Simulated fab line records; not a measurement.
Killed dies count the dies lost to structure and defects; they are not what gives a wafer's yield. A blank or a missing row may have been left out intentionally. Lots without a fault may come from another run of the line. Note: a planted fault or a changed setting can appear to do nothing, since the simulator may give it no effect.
Which tool is to blame? ; flow rit-cmos ; Sampling: 13 lots, 39 wafers, 2 of 202 route steps

WHAT EACH GAUGE READ, for each wafer
The record holds no reading of a measuring or inspecting step that can be judged against a usual standard deviation.

TOOL THAT RAN EACH LOT (tool first, then ch and the chambers of the sampled wafers, then the start)
lot;RIT_GATE_ETCH_19;RIT_M1_PROBE_99
L239;rie-si-01 ch 0,2, day 3 03:38;-
L240;rie-si-02 ch 2,3, day 3 03:53;-
L241;rie-si-01 ch 0,1,3, day 3 11:12;-
L242;rie-si-02 ch 0,1,2, day 3 11:22;-
L243;rie-si-01 ch 1,3, day 3 15:08;-
L244;rie-si-02 ch 0,1,3, day 3 23:56;-
L245;rie-si-01 ch 0,1,3, day 4 03:36;-
L247;rie-si-01 ch 0,1,2, day 4 15:25;-
L248;rie-si-02 ch 1,2,3, day 4 19:29;-
L250;rie-si-01 ch 0,1, day 5 08:23;prober-02, day 6 05:34
L252;rie-si-02 ch 0,1,2, day 5 15:35;prober-02, day 6 12:17
L253;rie-si-01 ch 0,3, day 5 21:52;-
L260;rie-si-01 ch 0,2,3, day 7 07:20;-
- RIT_GATE_ETCH_19: etches poly-Si in SF6/CHF3/O2, stops on SiO2, time 168.1 s, target depth 312.5 nm.
- RIT_M1_PROBE_99

AS READ BY THE TOOLS THEMSELVES (means over the sampled wafers that have a number; for cases with no such wafer, the mark the record gives instead)
RIT_GATE_ETCH_19.
lot;tool;SF6_flow_sccm (sccm);chamber-pressure-mTorr (mTorr);drypump-motor-current-A (A);oes-product-au (a.u.);throttle-valve-pct (%)
L239;rie-si-01;29.97;39.99;5.7;0.858;10.35
L240;rie-si-02;30.13;40.00;6.0;0.833;10.12
L241;rie-si-01;29.99;40.00;5.7;0.850;10.19
L242;rie-si-02;30.05;40.02;5.5;0.839;10.36
L243;rie-si-01;29.95;40.02;5.5;0.836;10.24
L244;rie-si-02;30.02;39.97;5.4;0.832;10.30
L245;rie-si-01;30.04;40.01;5.7;0.844;10.19
L247;rie-si-01;30.02;40.00;5.9;0.852;10.27
L248;rie-si-02;30.03;39.98;5.8;0.849;10.23
L250;rie-si-01;29.98;39.99;6.1;0.848;10.16
L252;rie-si-02;30.04;40.01;5.5;0.802;10.35
L253;rie-si-01;30.04;40.02;5.3;0.848;10.23
L260;rie-si-01;29.91;40.02;5.5;0.848;10.29

RIT_M1_PROBE_99.
lot;tool;killed_at_M0_to_M3;killed-at-contacts;killed-at-front-end;killed-dies;killed-on-rim;killed-open;killed-short
L250;prober-02;0.0;0.0;9;9;3.7;4.7;4.0
L252;prober-02;0.0;0.0;92;92;24.7;4.3;2.3

THE ANSWER, worked out from the rows above alone
Rule: what is usual is taken from the lots themselves. The widest of any qualifying gaps counts: lots, ordered by their means at a reading, are off when they make up no more than a third of the lots, leave a main group of 4 or more, and stand apart from it by 3 or more times the standard deviation of that group's means. Not used: any main group whose means are identical at the precision the tables above print for the reading. Also off: a lot with no number at a reading for which 4 or more lots have one. The other lots that the step has rows for count as sound. The gauges are gone through in route order, then the tools' own readings, and for those a lot's mean is taken as printed above. At the first step where some lot is off, the reading lying furthest off is the one used; lots without a number count as furthest.
Off: L252, at RIT_GATE_ETCH_19 (oes-product-au). Mean 0.845 a.u. and standard deviation 0.0077 in the main group.
If a tool, at that step or one of the process steps before it, ran each lot that is off and ran no sound lot following the first of them, it fits. One fits: RIT_GATE_ETCH_19 on rie-si-02. Its last sound lot is L248 (day 4 19:29), its first lot that is off L252 (day 5 15:35): a fault that began between those two fits.
The tool's own readings at RIT_GATE_ETCH_19 bear it out: on the lots that are off they differ by more than 5 times the standard deviation of the sound lots' means. oes-product-au reads 0.802 a.u. there against 0.845 a.u. on the sound lots.

WHAT THE SIMULATOR PUT IN
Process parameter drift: rie-si-02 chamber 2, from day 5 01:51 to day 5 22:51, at RIT_GATE_ETCH_19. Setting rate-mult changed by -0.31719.
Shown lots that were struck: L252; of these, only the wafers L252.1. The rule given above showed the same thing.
